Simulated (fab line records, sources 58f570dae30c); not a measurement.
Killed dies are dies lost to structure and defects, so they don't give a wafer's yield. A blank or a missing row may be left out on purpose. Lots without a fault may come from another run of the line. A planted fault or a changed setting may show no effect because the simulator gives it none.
Problem report in the 8D (eight disciplines) form, filled by code | flow berkeley_cmos170 | the parts of the form that need people (team, actions taken, sign-off) are left out

1. THE PROBLEM
PSD_RS at UCB170_SDANNEAL_RS_MEAS_02 reads a mean of 74.0 ohm/sq on 9 wafers of 3 lots; wafers without a fault read 75.6 ohm/sq with a standard deviation of 0.33. That is -4.7 standard deviations from the usual mean.
The step: measures by four-point-probe.
First seen on wafer L428.2, day 8 15:01, on film_metro-01. The record holds 45 wafers of 15 lots with a number at this step. Rule for "out", or "out of limits": more than 4 standard deviations from the usual mean. The other wafers with a number count as sound.

2. WHAT IT IS AND WHAT IT IS NOT
question                    | is                                          | is not
which readings at this step | PSD_RS                                      | -
which lots                  | L428, L430, L432                            | L420, L421, L422, L423, L426, L429, L433, L434, L437, L439, L441, L443
which wafers of those lots  | all that have a number                      | -
read on which gauges        | film_metro-01, film_metro-03, film_metro-04 | -
when                        | from day 8 15:01                            | up to then (15 sound wafers); but 21 sound wafers of L429, L433, L434, L437, L439, L441, L443 came after

3. SUSPECTS, AND WHAT RULES EACH OUT
Counting: a tool at a process step up to the reading stays a suspect if it ran every lot that is out and no sound lot after the first of them.
- the gauge at UCB170_SDANNEAL_RS_MEAS_02: ruled out. The wafers that are out were read on 3 gauges (film_metro-01, film_metro-03, film_metro-04).
- rtp_anneal-01 at UCB170_SDANNEAL_RTA_01 (time 5 s): kept. It ran every lot that is out, first L428 (day 8 14:57), and no sound lot after that; its last sound lot up to then is L423 (day 7 05:09).
Left after counting: rtp_anneal-01 at UCB170_SDANNEAL_RTA_01.

4. THE CAUSE (what the simulator had put in)
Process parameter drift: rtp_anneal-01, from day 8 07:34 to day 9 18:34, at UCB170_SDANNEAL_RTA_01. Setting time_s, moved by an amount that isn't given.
Counting left only this tool.

5. THE CHAIN OF EFFECTS, in route order
Each row: a reading whose mean over the struck wafers that have a number lies more than 3 standard deviations from the usual. Only readings for which the record gives a usual standard deviation are gone through. hours: the time from each lot's start at the first step in this table that gives one to its start at this step, as a median over the lots. sigmas: the change in usual standard deviations.
hours | step                       | reading | usual       | on struck wafers | change | sigmas
0     | UCB170_SDANNEAL_RS_MEAS_02 | PSD_RS  | 75.6 ohm/sq | 74.0             | -1.6   | -4.7

6. WHAT WOULD HAVE CAUGHT IT SOONER
In this record the first reading out of limits at a measuring or inspecting step was taken at day 8 15:01, 7 hours after the fault began at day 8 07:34.
Of the tool readings at UCB170_SDANNEAL_RTA_01 for which the record gives a usual standard deviation, none was out on any struck wafer, so an alarm limit of 4 standard deviations on them would not have fired.
Of the lots that are out (3), L430, L432 began UCB170_SDANNEAL_RTA_01 on rtp_anneal-01 after day 8 15:01. A hold on the tool at that time would have spared those 2.
